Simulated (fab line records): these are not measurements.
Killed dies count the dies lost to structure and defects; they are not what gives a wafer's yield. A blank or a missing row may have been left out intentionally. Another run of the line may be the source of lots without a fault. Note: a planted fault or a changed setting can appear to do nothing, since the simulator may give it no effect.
Struck lot and sound lot, side by side | flow berkeley-cmos170 | 14 steps out of a route of 331
Sound: the wafers L288.2, L288.5, L288.6. Wafers L275.2, L275.4, L275.5 were the ones struck. The cause is given at the end.
Per side, at each step with rows, come the tool, then ch with its chambers, and then its first start. Under that, the readings that differ: sound wafers | struck wafers | difference of the means | sigmas: that difference in standard deviations of wafers without a fault.
alike: words and numbers the same on both sides, and readings whose means are apart by under 2 such deviations; not compared: readings that were withheld, readings missing a value for some wafer, numbers with overlapping values and no deviation given by the record, and bounds like >300 which may hide the same value.
A row with sigmas, a row that says differs or no value, or rows on one side alone: a step with any of these is where the two part. Numbers that don't overlap but have no deviation are shown without sigmas and don't part them. A reading missing from all wafers of one side parts the sides only when that side holds two or more wafers.

UCB170_M2_STRIP_07: strips in O2.
  sound on plasma-asher-02 ch 0,1, day 12 03:54; struck on plasma-asher-03 ch 0,1, day 9 14:35
  alike: chamber-pressure-mTorr, drypump-motor-current-A, oes-product-au, strip-time-to-endpoint-s
  not compared: rf-hours-counter-h
then, 5 steps without rows for these wafers: UCB170_M2_STRIP_08 (strips KrF in DMSO, time 600 s); UCB170_M2_COAT_09; UCB170_M2_COAT_10 (resist thk 900 nm); UCB170_M2_SOFTBAKE_11 (time 60 s); UCB170_M2_EXPOSE_12 (exposes mask METAL2, target cd 700 nm).
UCB170_M2_PEB_13:
  sound on litho-track-04 ch 0, day 12 04:58; struck on litho-track-04 ch 0, day 9 15:50
  alike: plate-sensor-t-centre-C, plate-sensor-t-edge-C
then, 1 step without rows for these wafers: UCB170_M2_DEVELOP_14 (develop time 45 s).
UCB170_M2_CD_MEAS_15: target cd 700 nm.
  sound on cd-sem-01, day 12 05:14; struck on cd-sem-01, day 9 16:06
  alike: cd-nm
UCB170_M2_OVL_MEAS_16:
  sound on overlay-02, day 12 05:20; struck on overlay-02, day 9 16:13
  alike: M2_OVL
UCB170_M2_ETCH_17: etches BARC in N2/H2.
  sound on rie-diel-03 ch 0,1,3, day 12 05:22; struck on rie-diel-01 ch 1,2,3, day 9 16:14
  alike: drypump-motor-current-A, oes-product-au, throttle-valve-pct
UCB170_M2_METAL_ETCH_18: etches Al in Cl2/BCl3, stops on SiO2, target depth 1170 nm, time 195 s.
  sound on rie-metal-01 ch 0,1, day 12 05:25; struck on rie-metal-01 ch 1, day 9 16:17
  alike: bcl3-flow-sccm, drypump-motor-current-A, oes-product-au, throttle-valve-pct
  not compared: rf-hours-counter-h
UCB170_M2_STRIP_19: strips in O2.
  sound on plasma-asher-02 ch 0,1, day 12 05:36; struck on plasma-asher-02 ch 0,1, day 9 16:28
  no value came back on the struck wafers for chamber-pressure-mTorr (mTorr), drypump-motor-current-A (A), oes-product-au (a.u.); on the sound wafers chamber-pressure-mTorr (mTorr) reads 3496 3498 3493
  reading                             | sound | struck            | difference | sigmas
  model.KrF_of_M2_COAT_10.thk-nm (nm) | 0 0 0 | 184.4 189.8 193.5 | +189.2     |
  not compared: rf-hours-counter-h
UCB170_M2_CD_MEAS_90: target cd 700 nm.
  sound on cd-sem-01, day 12 05:43; struck on cd-sem-02, day 9 16:35
  alike: cd-nm

WHERE THEY PART
Only at UCB170_M2_STRIP_19, as far as this record shows. Later steps at which nothing parts them and some readings are alike: UCB170_M2_CD_MEAS_90.

WHY: the cause the simulator had injected
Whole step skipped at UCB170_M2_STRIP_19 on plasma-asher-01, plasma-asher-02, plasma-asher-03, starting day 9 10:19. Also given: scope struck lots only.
